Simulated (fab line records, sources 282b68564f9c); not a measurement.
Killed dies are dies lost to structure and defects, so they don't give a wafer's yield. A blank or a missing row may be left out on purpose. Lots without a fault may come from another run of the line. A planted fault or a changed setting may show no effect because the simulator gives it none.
A struck lot beside a sound one | flow rit_cmos | 39 steps out of a route of 202
Sound: wafers L707.3, L707.4, L707.6. Struck: wafers L706.1, L706.2, L706.6. The cause comes at the end.
At each step with rows: each side's tool, then ch and its chambers, then its first start. Under that, the readings that differ: sound wafers | struck wafers | difference of the means | sigmas: that difference in standard deviations of wafers without a fault.
alike: readings whose means differ by less than 2 such deviations, and words and numbers that are the same on both sides. not compared: withheld readings, readings that some wafer has no value for, bounds like >300 that may hide the same value, and numbers for which the record gives no deviation and whose values overlap.
The two part at a step that has a row with sigmas, a row that says differs or no value, or rows on one side only. Numbers that don't overlap but have no deviation are shown without sigmas and don't part them. A reading that every wafer of one side lacks parts them only if that side has two wafers or more.

first, 3 steps without rows for these wafers: RIT_GATE_EXPOSE_13 (exposes mask M6, target cd 150 nm); RIT_GATE_PEB_14; RIT_GATE_DEVELOP_15 (develop time 50 s).
RIT_GATE_CD_MEAS_16: target cd 150 nm.
  sound on cd_sem-01, day 6 17:27; struck on cd_sem-01, day 6 06:31
  reading    | sound             | struck            | difference | sigmas
  cd_nm (nm) | 147.1 148.0 148.0 | 153.7 152.9 151.6 | +5.0       | +2
RIT_GATE_OVL_MEAS_17:
  sound on overlay-02, day 6 17:32; struck on overlay-01, day 6 06:38
  alike: GATE_OVL
then, 1 step without rows for these wafers: RIT_GATE_HARDBAKE_18 (time 60 s).
RIT_GATE_ETCH_19: etches poly-Si in SF6/CHF3/O2, stops on SiO2, time 165 s, target depth 312.5 nm.
  sound on rie_si-02 ch 1,2,3, day 6 17:43; struck on rie_si-01 ch 0,3, day 6 06:55
  reading                     | sound       | struck      | difference | sigmas
  drypump_motor_current_A (A) | 5.9 5.2 5.7 | 4.9 4.9 4.9 | -0.7       | -2
  alike: SF6_flow_sccm, oes_product_au, throttle_valve_pct
  not compared: rf_hours_counter_h
RIT_GATE_STRIP_20: strips in O2, time 180 s.
  sound on plasma_asher-04 ch 0,1, day 6 17:53; struck on plasma_asher-02 ch 0,1, day 6 07:01
  alike: drypump_motor_current_A
  not compared: rf_hours_counter_h
RIT_GATE_CD_MEAS_90: target cd 150 nm.
  sound on cd_sem-02, day 6 18:02; struck on cd_sem-02, day 6 07:11
  reading    | sound             | struck            | difference | sigmas
  cd_nm (nm) | 147.2 148.2 148.1 | 153.8 152.6 151.6 | +4.8       | +2
then, 3 steps without rows for these wafers: RIT_REOX_CLEAN_00 (cleans in SC1, time 600 s); RIT_REOX_CLEAN_01 (cleans in dHF, time 30 s); RIT_REOX_CLEAN_02 (cleans in SC2, time 600 s).
RIT_REOX_OXIDATION_03: target thk 25.2 nm, ox time 5580 s.
  sound on furnace-04 ch 0, day 6 19:26; struck on furnace-02 ch 0, day 6 09:11
  reading                                     | sound             | struck            | difference | sigmas
  model.SiO2_of_REOX_OXIDATION_03.thk_nm (nm) | 24.52 24.84 25.09 | 27.71 27.51 27.53 | +2.77      |
RIT_REOX_THK_MEAS_04:
  sound on film_metro-03, day 6 22:01; struck on film_metro-04, day 6 11:44
  reading             | sound          | struck         | difference | sigmas
  REOX_OXIDE_THK (nm) | 24.6 24.8 25.2 | 27.8 27.5 27.5 | +2.7       | +6
then, 6 steps without rows for these wafers: RIT_NLDD_HMDS_00 (prime time 60 s); RIT_NLDD_COAT_01 (resist thk 1000 nm); RIT_NLDD_SOFTBAKE_02 (time 60 s); RIT_NLDD_EXPOSE_03 (exposes mask M7, target cd 40700 nm); RIT_NLDD_PEB_04; RIT_NLDD_DEVELOP_05 (develop time 50 s).
RIT_NLDD_OVL_MEAS_06:
  sound on overlay-01, day 6 23:02; struck on overlay-01, day 6 12:39
  alike: NLDD_OVL
then, 2 steps without rows for these wafers: RIT_NLDD_HARDBAKE_07 (time 60 s); RIT_NLDD_IMPLANT_08.
RIT_NLDD_STRIP_09: strips in O2, time 180 s.
  sound on plasma_asher-03 ch 0,1, day 6 23:25; struck on plasma_asher-01 ch 0,1, day 6 12:59
  alike: drypump_motor_current_A
  not compared: rf_hours_counter_h
RIT_NLDD_TW_MEAS_10:
  sound on film_metro-01, day 6 23:33; struck on film_metro-04, day 6 13:10
  alike: NLDD_TW
then, 6 steps without rows for these wafers: RIT_PLDD_HMDS_00 (prime time 60 s); RIT_PLDD_COAT_01 (resist thk 1000 nm); RIT_PLDD_SOFTBAKE_02 (time 60 s); RIT_PLDD_EXPOSE_03 (exposes mask M8, target cd 40900 nm); RIT_PLDD_PEB_04; RIT_PLDD_DEVELOP_05 (develop time 50 s).
RIT_PLDD_OVL_MEAS_06:
  sound on overlay-02, day 7 00:35; struck on overlay-02, day 6 14:19
  reading       | sound       | struck         | difference | sigmas
  PLDD_OVL (nm) | 1.7 2.9 2.0 | -0.9 -1.5 -1.4 | -3.5       | -3
then, 2 steps without rows for these wafers: RIT_PLDD_HARDBAKE_07 (time 60 s); RIT_PLDD_IMPLANT_08.
RIT_PLDD_STRIP_09: strips in O2, time 180 s.
  sound on plasma_asher-03 ch 0,1, day 7 00:58; struck on plasma_asher-03 ch 0,1, day 6 14:39
  alike: drypump_motor_current_A
  not compared: rf_hours_counter_h
RIT_PLDD_TW_MEAS_10:
  sound on film_metro-02, day 7 01:06; struck on film_metro-01, day 6 14:49
  alike: PLDD_TW
RIT_SPACER_CLEAN_00: cleans in SC1, time 600 s.
  sound on wet_bench-01 ch 1, day 7 01:08; struck on wet_bench-03 ch 1, day 6 14:53
  reading                                     | sound             | struck           | difference | sigmas
  model.SiO2_of_REOX_OXIDATION_03.thk_nm (nm) | 22.62 22.92 23.16 | 25.57 25.37 25.4 | +2.55      |
  alike: temp_c
then, 1 step without rows for these wafers: RIT_SPACER_CLEAN_01 (cleans in dHF, time 30 s).
RIT_M1_PROBE_99:
  sound on prober-01, day 7 15:16; struck on prober-02, day 7 05:00
  reading                             | sound             | struck            | difference | sigmas
  model.etest.pmos_turned.r_on_ohm_um | 3290 3330 3360    | 3790 3701 3662    | +391       |
  model.etest.pmos_0p15.r_on_ohm_um   | 2665 2693 2744    | 3018 2950 2961    | +276       |
  model.etest.pldd.rs_ohm_sq          | 478 491.1 504.8   | 637.4 617.1 620.1 | +133.6     |
  model.etest.nmos_0p3.r_on_ohm_um    | 2184 2192 2202    | 2222 2212 2203    | +20        |
  model.etest.nldd.rs_ohm_sq          | 371.6 380.8 389.8 | 413.5 412.8 408.5 | +30.9      |
  model.etest.pldd.line_ohm_um        | 151.6 156.6 160.2 | 201 194.4 194.7   | +41        |
  alike: killed_at_contacts, killed_at_front_end, killed_dies, killed_open, killed_short
  not compared: model.etest.pmos_0p3.r_on_ohm_um, model.etest.nmos_0p15.r_on_ohm_um

WHERE THEY PART
First at RIT_GATE_CD_MEAS_16; last, within this record, at RIT_PLDD_OVL_MEAS_06. Later steps at which nothing parts them and some readings are alike: RIT_PLDD_STRIP_09, RIT_PLDD_TW_MEAS_10, RIT_SPACER_CLEAN_00, RIT_M1_PROBE_99.

WHY: what the simulator had put in
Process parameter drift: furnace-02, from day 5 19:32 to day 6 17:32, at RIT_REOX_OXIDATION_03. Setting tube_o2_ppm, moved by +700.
